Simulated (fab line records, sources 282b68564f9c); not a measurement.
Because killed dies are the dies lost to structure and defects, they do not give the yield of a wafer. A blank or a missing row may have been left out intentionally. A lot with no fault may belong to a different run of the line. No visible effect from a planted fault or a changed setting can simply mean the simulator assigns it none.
fab line records | flow rit-cmos
record: lots: 7 wafers: 21 last-day: 7
route steps=202 shown CONTACT@168
lots that met no fault: taken from a fault-free run of the same line
start-h: hours from the record's first day to the start of the lot's first wafer shown | wait-h: hours from the lot's prior step to this one | " unchanged from the row above | L1.1+2: a single row standing in for several wafers | - value missing, or start not given | * or withheld: withheld | < > ~ a bound
route shown NAME@n: NAME is a module with steps in the file, n the number in the route of the first one | usual: average and standard deviation across the fault-free wafers | same: alike in all rows | chamber/n: place in a boat | sites: the reading at each site | _std_site: the values' standard deviation | _edge_site: the outer-site mean with the inner-site mean subtracted | radius-mm: for every site, how far away it sits from the centre of the wafer | mask NAME#n: copy n | behind: the last tool/chamber to shape the wafer | hold: why the lot was held/for how many hours/how that ended | device: whichever transistor did not switch (one of n, p or np) | end of line: tests run on the same wafers once the route is complete | a step without rows: its recipe alone | killed: not the wafer's yield, but the dies lost to structure and defects at the first sort | map: a wafer's dies, x killed, . not, _ none there
set.NAME: the setting the step ran with; set.NAME@STEP: the setting that earlier step ran with | model.NAME: the simulator's own value behind a step, which no gauge read
lots seen at some steps along the route; tables by step, rows by wafer
services: a tool's chamber out of use, with start hour (start-h, from the record's first day; less than 0 if before it), hours out, and reason
== steps ==
step: RIT_CONTACT_CVD_00
recipe: material: SiO2 target-thk-nm: 400 precursor: TEOS temp-c: 390 time-s: 61 rf-w: 400
usual: heater-power-w: 296/43
columns lot.wafer tool chamber start-h wait-h heater-power-w
L274.3 pecvd-03 0 55.99 0.0 229
L274.4 " 2 " " 262
L274.6 " 1 " " 240
L277.2 pecvd-03 0 70.51 0.0 255
L277.5 " 0 " " 257
L277.6 " 2 " " 273
L281.2 pecvd-02 1 92.70 0.0 417
L281.3 " 2 " " 302
L281.4 " 2 " " 313
L289.1 pecvd-03 2 133.46 0.1 254
L289.2 " 0 " " 245
L289.5 " 2 " " 262
L290.2 pecvd-02 0 139.56 0.0 268
L290.4 " 1 " " 400
L290.6 " 2 " " 331
L291.1 pecvd-04 0 143.55 0.1 324
L291.2 " 2 " " 292
L291.5 " 0 " " 340
L295.3 pecvd-03 0 160.89 0.0 218
L295.4 " 1 " " 306
L295.5 " 0 " " 224
step: RIT_CONTACT_THK_MEAS_01
recipe: reads: SiO2_of_CONTACT_CVD_00
usual: CONTACT_TEOS_THK: 399/5.4
columns lot.wafer tool chamber start-h wait-h CONTACT_TEOS_THK[nm]
L274.3 film-metro-03 - 56.06 0.0 394
L274.4 " - " " 410
L274.6 " - " " 405
L277.2 film-metro-01 - 70.57 0.0 393
L277.5 " - " " 401
L277.6 " - " " 415
L281.2 film-metro-03 - 92.76 0.0 393
L281.3 " - " " 401
L281.4 " - " " 403
L289.1 film-metro-01 - 133.51 0.0 399
L289.2 " - " " 388
L289.5 " - " " 404
L290.2 film-metro-03 - 139.62 0.0 396
L290.4 " - " " 395
L290.6 " - " " 399
L291.1 film-metro-04 - 143.60 0.0 400
L291.2 " - " " 400
L291.5 " - " " 409
L295.3 film-metro-03 - 160.96 0.0 388
L295.4 " - " " 399
L295.5 " - " " 397
step: RIT_CONTACT_HMDS_02
recipe: prime-time-s: 60 prime-temp-c: 140
step: RIT_CONTACT_COAT_03
recipe: resist: NOVOLAK spin-rpm: 3250 resist-thk-nm: 1000
step: RIT_CONTACT_SOFTBAKE_04
recipe: resist: NOVOLAK temp-c: 90 time-s: 60
step: RIT_CONTACT_EXPOSE_05
recipe: mask-id: M11 na: 0.6 source-shape: conventional sigma-outer: 0.5 target-cd-nm: 1000 dose-mj: 250
step: RIT_CONTACT_PEB_06
recipe: resist: NOVOLAK temp-c: withheld time-s: withheld
step: RIT_CONTACT_DEVELOP_07
recipe: resist: NOVOLAK develop-time-s: 121.9 dev-temp-c: 23
step: RIT_CONTACT_CD_MEAS_08
recipe: target-cd-nm: 1000
usual: cd-nm: 1000.4/2.1
columns lot.wafer tool chamber start-h wait-h cd-nm
L274.3 cd-sem-02 - 57.11 - 1000.0
L274.4 " - " " 1000.5
L274.6 " - " " 999.1
L277.2 cd-sem-01 - 71.74 - 1002.7
L277.5 " - " " 1002.8
L277.6 " - " " 1002.2
L281.2 cd-sem-02 - 93.92 - 1001.3
L281.3 " - " " 1002.5
L281.4 " - " " 1001.1
L289.1 cd-sem-02 - 134.54 - 1000.1
L289.2 " - " " 999.3
L289.5 " - " " 1001.6
L290.2 cd-sem-01 - 140.96 - 998.9
L290.4 " - " " 998.6
L290.6 " - " " 1000.0
L291.1 cd-sem-01 - 144.75 - 1004.3
L291.2 " - " " 1002.5
L291.5 " - " " 1003.6
L295.3 cd-sem-01 - 162.01 - 999.2
L295.4 " - " " 1001.6
L295.5 " - " " 1000.2
step: RIT_CONTACT_OVL_MEAS_09
usual: CONTACT_OVL: 0.3/1.4
columns lot.wafer tool chamber start-h wait-h CONTACT_OVL[nm]
L274.3 overlay-02 - 57.20 0.1 -1.1
L274.4 " - " " -2.9
L274.6 " - " " -1.2
L277.2 overlay-01 - 71.85 0.1 -1.8
L277.5 " - " " -2.8
L277.6 " - " " -0.2
L281.2 overlay-02 - 94.03 0.1 -0.1
L281.3 " - " " 1.6
L281.4 " - " " 0.7
L289.1 overlay-01 - 134.66 0.1 -1.3
L289.2 " - " " 0.9
L289.5 " - " " 0.3
L290.2 overlay-02 - 141.07 0.1 1.0
L290.4 " - " " 3.8
L290.6 " - " " 2.0
L291.1 overlay-01 - 144.87 0.1 0.5
L291.2 " - " " 0.8
L291.5 " - " " 0.3
L295.3 overlay-01 - 162.10 0.1 0.8
L295.4 " - " " 0.5
L295.5 " - " " 1.4
step: RIT_CONTACT_HARDBAKE_10
recipe: resist: NOVOLAK temp-c: 140 time-s: 60
step: RIT_CONTACT_ETCH_11
recipe: target-depth-a: 4800 over-etch-frac: 0.2 stop-on: TiSi2 chemistry: CHF3/CF4/Ar target: SiO2 CHF3_flow_sccm: 50 cf4-flow-sccm: 10 Ar_flow_sccm: 100 O2_flow_sccm: 5 pressure-mtorr: 100 rf-w: 200 time-s: 320
usual: drypump-motor-current-A: 5.8/0.43 oes-product-au: 1.001/0.012 throttle-valve-pct: 8.82/0.12
columns lot.wafer tool chamber start-h wait-h drypump-motor-current-A oes-product-au rf-hours-counter-h throttle-valve-pct
L274.3 rie-diel-04 3 57.38 0.1 5.6 1.000 8 8.68
L274.4 " 1 " " 6.1 1.018 112 9.00
L274.6 " 1 " " 6.1 1.012 - 9.00
L277.2 rie-diel-03 2 72.03 0.1 5.3 0.987 111 8.68
L277.5 " 2 " " 5.3 1.000 - 8.71
L277.6 " 0 " " 5.9 1.016 - 8.70
L281.2 rie-diel-04 1 94.21 0.1 6.1 1.012 113 8.99
L281.3 " 3 " " 5.5 1.001 8 8.68
L281.4 " 1 " " 6.1 1.011 - 8.98
L289.1 rie-diel-04 2 134.84 0.1 6.0 1.003 132 8.97
L289.2 " 1 " " 6.1 1.019 113 8.99
L289.5 " 2 " " 6.0 1.012 - 8.97
L290.2 rie-diel-04 1 141.25 0.1 6.0 1.012 113 9.00
L290.4 " 3 " " 5.5 1.001 9 8.67
L290.6 " 2 " " 6.0 1.002 - 8.98
L291.1 rie-diel-04 0 145.06 0.1 5.0 1.010 144 8.83
L291.2 " 3 " " 5.6 1.003 9 8.69
L291.5 " 0 " " 5.0 1.009 - 8.83
L295.3 rie-diel-03 2 162.27 0.1 5.3 0.997 113 8.68
L295.4 " 1 " " 6.0 1.001 85 8.61
L295.5 " 2 " " 5.3 1.008 - 8.70
step: RIT_CONTACT_STRIP_12
recipe: chemistry: O2 time-s: 180 resist: NOVOLAK platen-temp-c: withheld power-w: 500 pressure-mtorr: 4000 o2-flow-sccm: 4000
usual: chamber-pressure-mTorr: 4000/3.6 drypump-motor-current-A: 5.94/0.28
columns lot.wafer tool chamber start-h wait-h chamber-pressure-mTorr drypump-motor-current-A rf-hours-counter-h model.NOVOLAK_of_CONTACT_COAT_03.thk-nm
L274.3 plasma-asher-01 1 57.63 0.2 3993 5.69 - 0
L274.4 " 0 " " 4001 6.31 - 0
L274.6 " 1 " " 3999 5.73 - 0
L277.2 plasma-asher-03 0 72.32 0.2 3994 5.59 41 0
L277.5 " 1 " " 3996 6.02 - 0
L277.6 " 0 " " 4005 5.59 - 0
L281.2 plasma-asher-01 0 94.41 0.1 4002 6.34 46 0
L281.3 " 0 " " 4003 6.30 - 0
L281.4 " 1 " " 4005 5.69 - 0
L289.1 plasma-asher-04 1 135.04 0.1 - - - 778.2
L289.2 " 0 " " - - - 771.1
L289.5 " 0 " " - - - 775.4
L290.2 plasma-asher-03 0 141.44 0.1 - - - 768.4
L290.4 " 0 " " - - - 766.4
L290.6 " 1 " " - - - 770.6
L291.1 plasma-asher-04 1 145.25 0.1 - - - 763.1
L291.2 " 0 " " - - - 768.5
L291.5 " 0 " " - - - 763.4
L295.3 plasma-asher-03 1 162.53 0.2 3997 6.09 - 0
L295.4 " 0 " " 3999 5.58 - 0
L295.5 " 1 " " 3997 6.06 - 0
step: RIT_CONTACT_CD_MEAS_90
recipe: target-cd-nm: 1000
usual: cd-nm: 1000.4/2.2
columns lot.wafer tool chamber start-h wait-h cd-nm
L274.3 cd-sem-02 - 57.79 0.1 1000.0
L274.4 " - " " 1001.2
L274.6 " - " " 999.6
L277.2 cd-sem-02 - 72.52 0.1 1002.9
L277.5 " - " " 1002.7
L277.6 " - " " 1001.8
L281.2 cd-sem-02 - 94.60 0.1 1001.7
L281.3 " - " " 1002.5
L281.4 " - " " 1001.3
L289.1 cd-sem-01 - 135.27 0.2 999.2
L289.2 " - " " 999.5
L289.5 " - " " 1000.9
L290.2 cd-sem-02 - 141.64 0.1 998.9
L290.4 " - " " 998.4
L290.6 " - " " 999.3
L291.1 cd-sem-01 - 145.43 0.1 1004.9
L291.2 " - " " 1003.1
L291.5 " - " " 1003.2
L295.3 cd-sem-01 - 162.68 0.1 998.9
L295.4 " - " " 1001.1
L295.5 " - " " 1000.1
== services ==
columns tool chamber start-h hours kind
pecvd-03 - 32.28 0.8 repair
plasma-asher-03 - 37.01 14.6 pm
plasma-asher-01 - 46.03 5.1 repair
pecvd-04 0 49.00 4.4 repair
rie-diel-03 2 50.43 5.5 repair
rie-diel-04 - 59.02 0.9 repair
rie-diel-03 1 69.09 9.3 repair
rie-diel-03 3 69.48 14.2 repair
rie-diel-04 0 93.81 9.9 repair
rie-diel-04 1 96.48 6.6 repair
pecvd-03 2 104.26 1.7 repair
plasma-asher-01 - 105.73 12.0 repair
rie-diel-04 - 107.45 0.5 repair
plasma-asher-01 - 117.71 9.0 pm
plasma-asher-01 0 117.71 9.0 vent-cycle
plasma-asher-01 1 117.71 9.0 vent-cycle
plasma-asher-01 0 126.71 - clean
plasma-asher-01 1 126.71 - clean
pecvd-02 - 136.33 1.0 repair
rie-diel-03 0 142.34 7.7 repair
rie-diel-04 1 159.45 11.7 repair
== key ==
first-sign: step: RIT_CONTACT_STRIP_12 reading: tool-record direction: missing
effect none on later readings
model-effect: step: RIT_CONTACT_STRIP_12 value: NOVOLAK_of_CONTACT_COAT_03.thk-nm without: 0 struck: 769.4
met-at RIT_CONTACT_STRIP_12
struck-wafers L289.1,L289.2,L289.5,L290.2,L290.4,L290.6,L291.1,L291.2,L291.5
later-rows-left-out L289.1,L289.2,L289.5,L290.2,L290.4,L290.6,L291.1,L291.2,L291.5
sort-left-out L289.1,L289.2,L289.5,L290.2,L290.4,L290.6,L291.1,L291.2,L291.5
tester-left-out L289,L290,L291
onset-between 72.32 135.04
fault: kind: skipped-step-whole tool: plasma-asher-03,plasma-asher-04 chamber: - onset-h: 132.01 steps: RIT_CONTACT_STRIP_12 scope: struck-lots-only
tester-left-out: of these lots the tester's yield and bins aren't shown, on N5 and GAA mostly nor the transistor test; their killed dies are dies lost to structure and defects alone, not to doping, threshold or leakage, so they don't give the yield
sort-left-out: the simulated sort isn't trusted on such a fault, so these wafers' sort isn't shown, and their yield isn't known
later-rows-left-out: the simulator's readings of these wafers behind a module that went badly wrong aren't trusted and aren't shown, but for the sort
